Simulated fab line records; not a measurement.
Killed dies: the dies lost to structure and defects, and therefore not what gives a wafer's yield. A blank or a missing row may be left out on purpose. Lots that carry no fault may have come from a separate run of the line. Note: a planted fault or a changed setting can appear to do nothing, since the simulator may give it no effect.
fab line records :: flow berkeleyCmos170
record
  lots=14
  wafers=42
  lastDay=12
route steps=331 shown NVT@111
lots with no fault: from the same line, run without faults
startH: hours from the record's first day to the start of the lot's first wafer shown :: waitH: hours since the lot's step before :: " same as the row above :: L1.1+2: one row covering several wafers at once :: - no value, or no start given :: * or withheld: withheld :: < > ~ a bound
route shown NAME@n: NAME is a module with steps in the file, n the number in the route of the first one :: usual: the fault-free wafers' mean and standard deviation :: same: alike in all rows :: chamber/n: place in a boat :: sites: the reading at each site :: _std_site: the standard deviation of these :: _edge_site: the outer-site mean with the inner-site mean subtracted :: radiusMm: how far each site lies from the wafer's centre :: mask NAME#n: copy n :: behind: the tool/chamber that last shaped the wafer :: hold: cause of the lot's hold/its duration in hours/its outcome :: device: transistor that didn't switch, given as n, p or np :: end of line: the same wafers' tests at the end of the route :: a step given without rows: its recipe and nothing more :: killed: count of dies lost to structure and defects at first sort (not the wafer's yield) :: map: per-die view of a wafer (x killed, . not killed, _ where there is no die)
set.NAME: the setting as run; set.NAME@STEP: as run at that earlier step :: model.NAME: the simulator's own value behind a step, which no gauge read
one table for each step of the route and one row for each wafer, over a sample of lots
services: from which hour (startH, from the record's first day; less than 0 if before it) a tool's chamber was out of use, for how many hours, and why
## steps
# step UCB170_NVT_IMPLANT_07
# recipe
  species=BF2
  doseCm2=3e+12
  energyKev=50
  tiltDeg=7
# usual
  doseIonsCm2=3e+12/3.4e+09
  endStationPressureTorr=5.02e-06/2.8e-07
  faradayCurrentUA=9.53/0.18
lot.wafer: L723.1
tool: implanter-03
chamber: 0
startH: 99.82
waitH: 0.0
doseIonsCm2: 3e+12
endStationPressureTorr: 4.83e-06
faradayCurrentUA: 9.54

lot.wafer: L723.3
tool: implanter-03
chamber: 0
startH: 99.82
waitH: 0.0
doseIonsCm2: 3.001e+12
endStationPressureTorr: 4.74e-06
faradayCurrentUA: 9.70

lot.wafer: L723.5
tool: implanter-03
chamber: 0
startH: 99.82
waitH: 0.0
doseIonsCm2: 2.999e+12
endStationPressureTorr: 5.33e-06
faradayCurrentUA: 9.39

lot.wafer: L724.1
tool: implanter-02
chamber: 0
startH: 111.60
waitH: 0.0
doseIonsCm2: 3.002e+12
endStationPressureTorr: 5.12e-06
faradayCurrentUA: 9.24

lot.wafer: L724.2
tool: implanter-02
chamber: 0
startH: 111.60
waitH: 0.0
doseIonsCm2: 3.002e+12
endStationPressureTorr: 5.03e-06
faradayCurrentUA: 9.84

lot.wafer: L724.6
tool: implanter-02
chamber: 0
startH: 111.60
waitH: 0.0
doseIonsCm2: 2.998e+12
endStationPressureTorr: 5.21e-06
faradayCurrentUA: 9.80

lot.wafer: L725.1
tool: implanter-04
chamber: 0
startH: 111.87
waitH: 0.0
doseIonsCm2: 3e+12
endStationPressureTorr: 4.83e-06
faradayCurrentUA: 9.52

lot.wafer: L725.2
tool: implanter-04
chamber: 0
startH: 111.87
waitH: 0.0
doseIonsCm2: 2.999e+12
endStationPressureTorr: 5.13e-06
faradayCurrentUA: 9.51

lot.wafer: L725.4
tool: implanter-04
chamber: 0
startH: 111.87
waitH: 0.0
doseIonsCm2: 3.002e+12
endStationPressureTorr: 5.09e-06
faradayCurrentUA: 9.56

lot.wafer: L726.1
tool: implanter-02
chamber: 0
startH: 125.76
waitH: 0.0
doseIonsCm2: 2.998e+12
endStationPressureTorr: 4.72e-06
faradayCurrentUA: 9.31

lot.wafer: L726.3
tool: implanter-02
chamber: 0
startH: 125.76
waitH: 0.0
doseIonsCm2: 2.998e+12
endStationPressureTorr: 4.77e-06
faradayCurrentUA: 9.37

lot.wafer: L726.5
tool: implanter-02
chamber: 0
startH: 125.76
waitH: 0.0
doseIonsCm2: 2.99e+12
endStationPressureTorr: 5.45e-06
faradayCurrentUA: 9.99

lot.wafer: L727.1
tool: implanter-03
chamber: 0
startH: 133.59
waitH: 0.0
doseIonsCm2: 2.992e+12
endStationPressureTorr: 4.54e-06
faradayCurrentUA: 9.47

lot.wafer: L727.2
tool: implanter-03
chamber: 0
startH: 133.59
waitH: 0.0
doseIonsCm2: 3.004e+12
endStationPressureTorr: 5.06e-06
faradayCurrentUA: 9.28

lot.wafer: L727.6
tool: implanter-03
chamber: 0
startH: 133.59
waitH: 0.0
doseIonsCm2: 3.001e+12
endStationPressureTorr: 5.58e-06
faradayCurrentUA: 9.28

lot.wafer: L729.2
tool: implanter-02
chamber: 0
startH: 133.89
waitH: 0.0
doseIonsCm2: 3.003e+12
endStationPressureTorr: 4.66e-06
faradayCurrentUA: 9.75

lot.wafer: L729.5
tool: implanter-02
chamber: 0
startH: 133.89
waitH: 0.0
doseIonsCm2: 3.004e+12
endStationPressureTorr: 4.9e-06
faradayCurrentUA: 9.63

lot.wafer: L729.6
tool: implanter-02
chamber: 0
startH: 133.89
waitH: 0.0
doseIonsCm2: 2.998e+12
endStationPressureTorr: 4.97e-06
faradayCurrentUA: 9.46

lot.wafer: L730.1
tool: implanter-02
chamber: 0
startH: 148.06
waitH: 0.0
doseIonsCm2: 3.002e+12
endStationPressureTorr: 5.02e-06
faradayCurrentUA: 9.91

lot.wafer: L730.4
tool: implanter-02
chamber: 0
startH: 148.06
waitH: 0.0
doseIonsCm2: 3.001e+12
endStationPressureTorr: 4.98e-06
faradayCurrentUA: 9.45

lot.wafer: L730.6
tool: implanter-02
chamber: 0
startH: 148.06
waitH: 0.0
doseIonsCm2: 3e+12
endStationPressureTorr: 4.9e-06
faradayCurrentUA: 9.46

lot.wafer: L733.1
tool: implanter-02
chamber: 0
startH: 169.56
waitH: 0.0
doseIonsCm2: 2.999e+12
endStationPressureTorr: 5.26e-06
faradayCurrentUA: 9.71

lot.wafer: L733.4
tool: implanter-02
chamber: 0
startH: 169.56
waitH: 0.0
doseIonsCm2: 3.002e+12
endStationPressureTorr: 4.81e-06
faradayCurrentUA: 9.25

lot.wafer: L733.6
tool: implanter-02
chamber: 0
startH: 169.56
waitH: 0.0
doseIonsCm2: 3.001e+12
endStationPressureTorr: 5.75e-06
faradayCurrentUA: 9.35

lot.wafer: L734.1
tool: implanter-04
chamber: 0
startH: 175.19
waitH: 0.0
doseIonsCm2: 3.002e+12
endStationPressureTorr: 5.05e-06
faradayCurrentUA: 9.37

lot.wafer: L734.3
tool: implanter-04
chamber: 0
startH: 175.19
waitH: 0.0
doseIonsCm2: 3.002e+12
endStationPressureTorr: 5.32e-06
faradayCurrentUA: 9.57

lot.wafer: L734.6
tool: implanter-04
chamber: 0
startH: 175.19
waitH: 0.0
doseIonsCm2: 3.003e+12
endStationPressureTorr: 5.13e-06
faradayCurrentUA: 9.24

lot.wafer: L740.1
tool: implanter-03
chamber: 0
startH: 198.10
waitH: 0.0
doseIonsCm2: 2.994e+12
endStationPressureTorr: 5.11e-06
faradayCurrentUA: 9.62

lot.wafer: L740.2
tool: implanter-03
chamber: 0
startH: 198.10
waitH: 0.0
doseIonsCm2: 2.997e+12
endStationPressureTorr: 5.23e-06
faradayCurrentUA: 9.63

lot.wafer: L740.4
tool: implanter-03
chamber: 0
startH: 198.10
waitH: 0.0
doseIonsCm2: 3.002e+12
endStationPressureTorr: 5.03e-06
faradayCurrentUA: 9.57

lot.wafer: L742.2
tool: implanter-02
chamber: 0
startH: 211.74
waitH: 0.0
doseIonsCm2: 2.337e+12
endStationPressureTorr: 5.15e-06
faradayCurrentUA: 7.36

lot.wafer: L742.5
tool: implanter-02
chamber: 0
startH: 211.74
waitH: 0.0
doseIonsCm2: 2.34e+12
endStationPressureTorr: 4.85e-06
faradayCurrentUA: 7.23

lot.wafer: L742.6
tool: implanter-02
chamber: 0
startH: 211.74
waitH: 0.0
doseIonsCm2: 2.338e+12
endStationPressureTorr: 5.28e-06
faradayCurrentUA: 7.56

lot.wafer: L744.2
tool: implanter-02
chamber: 0
startH: 221.18
waitH: 0.0
doseIonsCm2: 2.341e+12
endStationPressureTorr: 5.53e-06
faradayCurrentUA: 7.30

lot.wafer: L744.4
tool: implanter-02
chamber: 0
startH: 221.18
waitH: 0.0
doseIonsCm2: 2.34e+12
endStationPressureTorr: 4.86e-06
faradayCurrentUA: 7.48

lot.wafer: L744.5
tool: implanter-02
chamber: 0
startH: 221.18
waitH: 0.0
doseIonsCm2: 2.338e+12
endStationPressureTorr: 4.66e-06
faradayCurrentUA: 7.17

lot.wafer: L745.3
tool: implanter-03
chamber: 0
startH: 221.48
waitH: 0.1
doseIonsCm2: 3.003e+12
endStationPressureTorr: 5.04e-06
faradayCurrentUA: 9.57

lot.wafer: L745.5
tool: implanter-03
chamber: 0
startH: 221.48
waitH: 0.1
doseIonsCm2: 2.999e+12
endStationPressureTorr: 5.06e-06
faradayCurrentUA: 9.57

lot.wafer: L745.6
tool: implanter-03
chamber: 0
startH: 221.48
waitH: 0.1
doseIonsCm2: 2.999e+12
endStationPressureTorr: 5.22e-06
faradayCurrentUA: 9.52

lot.wafer: L746.3
tool: implanter-04
chamber: 0
startH: 221.74
waitH: 0.1
doseIonsCm2: 3.002e+12
endStationPressureTorr: 5.47e-06
faradayCurrentUA: 9.38

lot.wafer: L746.4
tool: implanter-04
chamber: 0
startH: 221.74
waitH: 0.1
doseIonsCm2: 3.001e+12
endStationPressureTorr: 5.12e-06
faradayCurrentUA: 9.07

lot.wafer: L746.5
tool: implanter-04
chamber: 0
startH: 221.74
waitH: 0.1
doseIonsCm2: 3.002e+12
endStationPressureTorr: 5.17e-06
faradayCurrentUA: 9.69
# step UCB170_NVT_TW_MEAS_09
# usual
  NVT_TW=519/4.2
lot.wafer: L723.1
tool: filmMetro-04
chamber: -
startH: 100.07
waitH: 0.1
NVT_TW: 521

lot.wafer: L723.3
tool: filmMetro-04
chamber: -
startH: 100.07
waitH: 0.1
NVT_TW: 515

lot.wafer: L723.5
tool: filmMetro-04
chamber: -
startH: 100.07
waitH: 0.1
NVT_TW: 519

lot.wafer: L724.1
tool: filmMetro-03
chamber: -
startH: 111.85
waitH: 0.1
NVT_TW: 522

lot.wafer: L724.2
tool: filmMetro-03
chamber: -
startH: 111.85
waitH: 0.1
NVT_TW: 521

lot.wafer: L724.6
tool: filmMetro-03
chamber: -
startH: 111.85
waitH: 0.1
NVT_TW: 519

lot.wafer: L725.1
tool: filmMetro-04
chamber: -
startH: 112.12
waitH: 0.1
NVT_TW: 521

lot.wafer: L725.2
tool: filmMetro-04
chamber: -
startH: 112.12
waitH: 0.1
NVT_TW: 518

lot.wafer: L725.4
tool: filmMetro-04
chamber: -
startH: 112.12
waitH: 0.1
NVT_TW: 519

lot.wafer: L726.1
tool: filmMetro-03
chamber: -
startH: 126.01
waitH: 0.1
NVT_TW: 520

lot.wafer: L726.3
tool: filmMetro-03
chamber: -
startH: 126.01
waitH: 0.1
NVT_TW: 518

lot.wafer: L726.5
tool: filmMetro-03
chamber: -
startH: 126.01
waitH: 0.1
NVT_TW: 522

lot.wafer: L727.1
tool: filmMetro-03
chamber: -
startH: 133.84
waitH: 0.1
NVT_TW: 519

lot.wafer: L727.2
tool: filmMetro-03
chamber: -
startH: 133.84
waitH: 0.1
NVT_TW: 518

lot.wafer: L727.6
tool: filmMetro-03
chamber: -
startH: 133.84
waitH: 0.1
NVT_TW: 519

lot.wafer: L729.2
tool: filmMetro-03
chamber: -
startH: 134.18
waitH: 0.1
NVT_TW: 518

lot.wafer: L729.5
tool: filmMetro-03
chamber: -
startH: 134.18
waitH: 0.1
NVT_TW: 519

lot.wafer: L729.6
tool: filmMetro-03
chamber: -
startH: 134.18
waitH: 0.1
NVT_TW: 517

lot.wafer: L730.1
tool: filmMetro-04
chamber: -
startH: 148.31
waitH: 0.1
NVT_TW: 519

lot.wafer: L730.4
tool: filmMetro-04
chamber: -
startH: 148.31
waitH: 0.1
NVT_TW: 519

lot.wafer: L730.6
tool: filmMetro-04
chamber: -
startH: 148.31
waitH: 0.1
NVT_TW: 521

lot.wafer: L733.1
tool: filmMetro-03
chamber: -
startH: 169.81
waitH: 0.1
NVT_TW: 521

lot.wafer: L733.4
tool: filmMetro-03
chamber: -
startH: 169.81
waitH: 0.1
NVT_TW: 521

lot.wafer: L733.6
tool: filmMetro-03
chamber: -
startH: 169.81
waitH: 0.1
NVT_TW: 522

lot.wafer: L734.1
tool: filmMetro-03
chamber: -
startH: 175.44
waitH: 0.1
NVT_TW: 524

lot.wafer: L734.3
tool: filmMetro-03
chamber: -
startH: 175.44
waitH: 0.1
NVT_TW: 519

lot.wafer: L734.6
tool: filmMetro-03
chamber: -
startH: 175.44
waitH: 0.1
NVT_TW: 522

lot.wafer: L740.1
tool: filmMetro-01
chamber: -
startH: 198.35
waitH: 0.1
NVT_TW: 513

lot.wafer: L740.2
tool: filmMetro-01
chamber: -
startH: 198.35
waitH: 0.1
NVT_TW: 512

lot.wafer: L740.4
tool: filmMetro-01
chamber: -
startH: 198.35
waitH: 0.1
NVT_TW: 516

lot.wafer: L742.2
tool: filmMetro-01
chamber: -
startH: 211.97
waitH: 0.1
NVT_TW: 475

lot.wafer: L742.5
tool: filmMetro-01
chamber: -
startH: 211.97
waitH: 0.1
NVT_TW: 477

lot.wafer: L742.6
tool: filmMetro-01
chamber: -
startH: 211.97
waitH: 0.1
NVT_TW: 477

lot.wafer: L744.2
tool: filmMetro-01
chamber: -
startH: 221.42
waitH: 0.1
NVT_TW: 475

lot.wafer: L744.4
tool: filmMetro-01
chamber: -
startH: 221.42
waitH: 0.1
NVT_TW: 480

lot.wafer: L744.5
tool: filmMetro-01
chamber: -
startH: 221.42
waitH: 0.1
NVT_TW: 477

lot.wafer: L745.3
tool: filmMetro-03
chamber: -
startH: 221.70
waitH: 0.1
NVT_TW: 520

lot.wafer: L745.5
tool: filmMetro-03
chamber: -
startH: 221.70
waitH: 0.1
NVT_TW: 520

lot.wafer: L745.6
tool: filmMetro-03
chamber: -
startH: 221.70
waitH: 0.1
NVT_TW: 519

lot.wafer: L746.3
tool: filmMetro-01
chamber: -
startH: 221.96
waitH: 0.1
NVT_TW: 513

lot.wafer: L746.4
tool: filmMetro-01
chamber: -
startH: 221.96
waitH: 0.1
NVT_TW: 515

lot.wafer: L746.5
tool: filmMetro-01
chamber: -
startH: 221.96
waitH: 0.1
NVT_TW: 517
## services
tool: implanter-04
chamber: -
startH: 84.51
hours: 5.1
kind: pm

tool: implanter-02
chamber: -
startH: 88.51
hours: 1.6
kind: repair

tool: implanter-02
chamber: -
startH: 99.85
hours: 5.7
kind: pm

tool: implanter-02
chamber: -
startH: 171.41
hours: 3.4
kind: repair
## key
firstSign
  step=UCB170_NVT_IMPLANT_07
  reading=doseIonsCm2
  direction=down
  sigmas=99+
  usual=3e+12
  struck=2.339e+12
effect
  step=UCB170_NVT_IMPLANT_07
  reading=faradayCurrentUA
  direction=down
  sigmas=12
  usual=9.53
  struck=7.35
effect
  step=UCB170_NVT_TW_MEAS_09
  reading=NVT_TW
  direction=down
  sigmas=10
  usual=519
  struck=477
metAt UCB170_NVT_IMPLANT_07
struckLots L742,L744
testerLeftOut L742,L744
onsetBetween 169.56 211.74
fault
  kind=processParameterDrift
  tool=implanter-02
  chamber=-
  onsetH=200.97
  steps=UCB170_NVT_IMPLANT_07
  channel=doseCm2
  offset=-6.6e+11
  shape=step
  endH=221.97
  actsIn=theseRecipesOnly
  stated=3e+12
# testerLeftOut: of these lots the tester's yield and bins aren't shown, on N5 and GAA mostly nor the transistor test; their killed dies are dies lost to structure and defects alone, not to doping, threshold or leakage, so they don't give the yield
